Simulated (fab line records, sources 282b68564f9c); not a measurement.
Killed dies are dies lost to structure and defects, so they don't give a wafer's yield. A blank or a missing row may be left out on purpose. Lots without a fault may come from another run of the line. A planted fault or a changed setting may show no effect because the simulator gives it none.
Split-lot experiment | flow rit_cmos | 5 lots, 23 wafers read, on a route of 202 steps

THE SPLIT
At RIT_M1_SOFTBAKE_05 (time 60 s), the setting temp_c was moved away from the recipe's 90 C on 7 of the 23 wafers read, by -3.6% to +2.1%. The other wafers ran this setting at the recipe's value.

FROM THE SPLIT TO THE READING: what the file shows between them, 2 steps
- RIT_M1_EXPOSE_06: exposes mask M12, target cd 2600 nm (also split here: dose_mj)
- RIT_M1_PEB_07

THE READING
NOVOLAK_of_M1_COAT_04.thk_nm (the simulator's own value, which no gauge read), in nm, at RIT_M1_DEVELOP_08 (develop time 69.88 s). The file gives no usual value for it. The 16 wafers here that ran the recipe average 1304 nm, standard deviation 2.3 nm.

wafer  | tool, chamber at the split | temp_c as run, C | against the recipe | NOVOLAK_of_M1_COAT_04.thk_nm, nm | against lot-mates on the recipe
L074.1 | litho_track-02, 0          | 90               | recipe             | 1300                             | -
L074.3 | litho_track-02, 0          | 90               | recipe             | 1303                             | -
L074.5 | litho_track-02, 0          | 90               | recipe             | 1302                             | -
L079.1 | litho_track-01, 0          | 90               | recipe             | 1304                             | -
L079.2 | litho_track-01, 0          | 88.14            | -2.1%              | 1310                             | +7
L079.3 | litho_track-01, 0          | 90               | recipe             | 1302                             | -
L079.5 | litho_track-01, 0          | 88.14            | -2.1%              | 1311                             | +8
L079.6 | litho_track-01, 0          | 88.14            | -2.1%              | 1314                             | +11
L080.2 | litho_track-04, 0          | 90               | recipe             | 1302                             | -
L080.3 | litho_track-04, 0          | 86.77            | -3.6%              | 1318                             | +15
L080.4 | litho_track-04, 0          | 90               | recipe             | 1302                             | -
L080.5 | litho_track-04, 0          | 90               | recipe             | 1304                             | -
L080.6 | litho_track-04, 0          | 86.77            | -3.6%              | 1314                             | +11
L082.2 | litho_track-01, 0          | 90               | recipe             | 1304                             | -
L082.3 | litho_track-01, 0          | 90               | recipe             | 1308                             | -
L082.4 | litho_track-01, 0          | 90               | recipe             | 1304                             | -
L082.5 | litho_track-01, 0          | 90               | recipe             | 1309                             | -
L082.6 | litho_track-01, 0          | 90               | recipe             | 1306                             | -
L085.1 | litho_track-04, 0          | 91.91            | +2.1%              | 1297                             | -5
L085.2 | litho_track-04, 0          | 91.91            | +2.1%              | 1295                             | -7
L085.4 | litho_track-04, 0          | 90               | recipe             | 1302                             | -
L085.5 | litho_track-04, 0          | 90               | recipe             | 1303                             | -
L085.6 | litho_track-04, 0          | 90               | recipe             | 1301                             | -

THE FIT
A straight line over all 23 wafers: NOVOLAK_of_M1_COAT_04.thk_nm changes by -3.61 nm for each +1% of temp_c; r = -0.92; the points scatter about the line by 2.3 nm.
The same after taking each lot's own level away (the mean of its wafers on the recipe; 23 wafers): -3.61 nm for each +1%; r = -0.95; scatter 1.7 nm.
On that fit, the largest move of temp_c shifts the reading by 13 nm.
The lots' own levels span 1301.7 to 1306.2 nm, that is 1.9 times the standard deviation above.
So the lot-to-lot level changes the slope little: the two slopes agree.
Check: with one of the wafers moved furthest among these (-3.6%) left out of the fit, the line predicts +12.5 nm for it against its lot-mates. It came out at +15.3 nm against them.

OTHER SPLITS ON THESE WAFERS
These wafers also went through other splits before the reading. Each is held against what the fit with the lots' levels taken away leaves over:
other split on the same wafers | wafers away from the commonest value | r with NOVOLAK_of_M1_COAT_04.thk_nm (lot level and that fit taken away)
RIT_CONTACT_ETCH_11 time_s     | 7                                    | -0.22
RIT_M1_EXPOSE_06 dose_mj       | 6                                    | -0.27

THE FILE'S OWN FIT
NOVOLAK_of_M1_COAT_04.thk_nm changes by -3.65 nm for each +1% of temp_c, r = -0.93.
